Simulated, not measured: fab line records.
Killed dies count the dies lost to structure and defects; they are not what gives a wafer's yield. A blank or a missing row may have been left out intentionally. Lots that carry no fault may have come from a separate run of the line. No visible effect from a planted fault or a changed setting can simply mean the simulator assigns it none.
The tool behind it: which one? -- flow berkeleyCmos170 -- 45 wafers from 15 lots sampled at 2 of the route's 331 steps

## WHAT EACH GAUGE READ, for each wafer
UCB170_M2_RS_MEAS_02: measurement is done with a four-point probe.
lot,measured,on,M2_AL_RS (ohm/sq)
L113,day 7 04:01,filmMetro-03,0.0324 0.0322 0.0324
L115,day 7 14:53,filmMetro-03,0.0324 0.0325 0.0325
L114,day 7 15:08,filmMetro-04,0.0322 0.0323 0.0320
L118,day 8 00:54,filmMetro-04,0.0319 0.0322 0.0323
L117,day 8 01:19,filmMetro-04,0.0326 0.0325 0.0324
L116,day 8 01:32,filmMetro-04,0.0322 0.0325 0.0323
L123,day 8 22:39,filmMetro-04,0.0307 0.0319 0.0318
L125,day 9 13:40,filmMetro-01,0.0321 0.0307 0.0320
L128,day 10 04:38,filmMetro-03,0.0318 0.0321 0.0322
L126,day 10 06:35,filmMetro-03,0.0305 0.0317 0.0319 0.0305 0.0317 0.0319
L130,day 11 01:43,filmMetro-03,0.0331 0.0317 0.0317
L131,day 11 03:04,filmMetro-04,0.0322 0.0320 0.0323
L134,day 11 15:05,filmMetro-04,0.0325 0.0323 0.0323
L136,day 11 15:37,filmMetro-04,0.0328 0.0322 0.0316
L133,day 11 15:49,filmMetro-01,0.0318 0.0320 0.0316

## EACH LOT AND THE TOOL THAT RAN IT (in order: tool; ch and the chambers of the sampled wafers; start)
lot,UCB170_M2_SPUTTER_01
L113,"pvdSputter-03, day 7 03:55"
L115,"pvdSputter-03, day 7 14:49"
L114,"pvdSputter-02, day 7 15:03"
L118,"pvdSputter-03, day 8 00:49"
L117,"pvdSputter-01, day 8 01:13"
L116,"pvdSputter-02, day 8 01:22"
L123,"pvdSputter-03, day 8 22:34"
L125,"pvdSputter-03, day 9 13:34"
L128,"pvdSputter-01, day 10 04:31"
L126,"pvdSputter-03, day 10 06:27"
L130,"pvdSputter-02, day 11 01:38"
L131,"pvdSputter-01, day 11 02:56"
L134,"pvdSputter-01, day 11 15:00"
L136,"pvdSputter-02, day 11 15:32"
L133,"pvdSputter-01, day 11 15:44"
- UCB170_M2_SPUTTER_01: material Al, target thk 900 nm, time 120 s.

## WHAT THE TOOLS THEMSELVES READ (means of the sampled wafers that have a number; where no wafer has one, the mark that the record gives instead)
UCB170_M2_SPUTTER_01.
lot,tool,chamberPressurePa (Pa),throttleValvePct (%)
L113,pvdSputter-03,0.4990,30.0
L115,pvdSputter-03,0.4996,29.6
L114,pvdSputter-02,0.5002,29.3
L118,pvdSputter-03,0.4996,29.7
L117,pvdSputter-01,0.5002,30.1
L116,pvdSputter-02,0.4996,29.9
L123,pvdSputter-03,0.4848,30.3
L125,pvdSputter-03,0.4839,30.1
L128,pvdSputter-01,0.5002,30.0
L126,pvdSputter-03,0.4847,30.0
L130,pvdSputter-02,0.4994,29.3
L131,pvdSputter-01,0.4994,30.7
L134,pvdSputter-01,0.5000,29.6
L136,pvdSputter-02,0.5000,29.6
L133,pvdSputter-01,0.4994,30.2

## THE ANSWER, worked out from the rows above alone
Rule: usual is defined by the lots themselves. The widest of any qualifying gaps counts: lots, ordered by their means at a reading, are off when they make up no more than a third of the lots, leave a main group of 4 or more, and stand apart from it by 3 or more times the standard deviation of that group's means. Not used: any main group whose means are identical at the precision the tables above print for the reading. Also off: a lot with no number at a reading for which 4 or more lots have one. Any other lot the step has rows for is counted as sound. After the gauges, taken in route order, come the tools' own readings; for these a lot's mean is taken, as printed above. At the first step where some lot is off, the reading lying furthest off is the one used; lots without a number count as furthest.
Off, at UCB170_M2_SPUTTER_01 on chamberPressurePa: L123, L125, L126. Mean 0.4997 Pa and standard deviation 0.00038 in the main group.
A tool fits if, at that step or a process step before it, it ran every lot that is off, and no sound lot after the first of them. One fits: UCB170_M2_SPUTTER_01 on pvdSputter-03. Its last sound lot is L118 (day 8 00:49), its first lot that is off L123 (day 8 22:34): a fault that began between those two fits.
The tool's own readings at UCB170_M2_SPUTTER_01 bear it out: on the lots that are off they differ by more than 5 times the standard deviation of the sound lots' means. chamberPressurePa reads 0.4845 Pa there against 0.4997 Pa on the sound lots.

## WHAT HAD BEEN PUT IN BY THE SIMULATOR
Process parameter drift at UCB170_M2_SPUTTER_01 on pvdSputter-03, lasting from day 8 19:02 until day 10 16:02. The setting chamberPressurePa was moved by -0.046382, starting from 0.5. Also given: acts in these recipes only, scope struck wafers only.
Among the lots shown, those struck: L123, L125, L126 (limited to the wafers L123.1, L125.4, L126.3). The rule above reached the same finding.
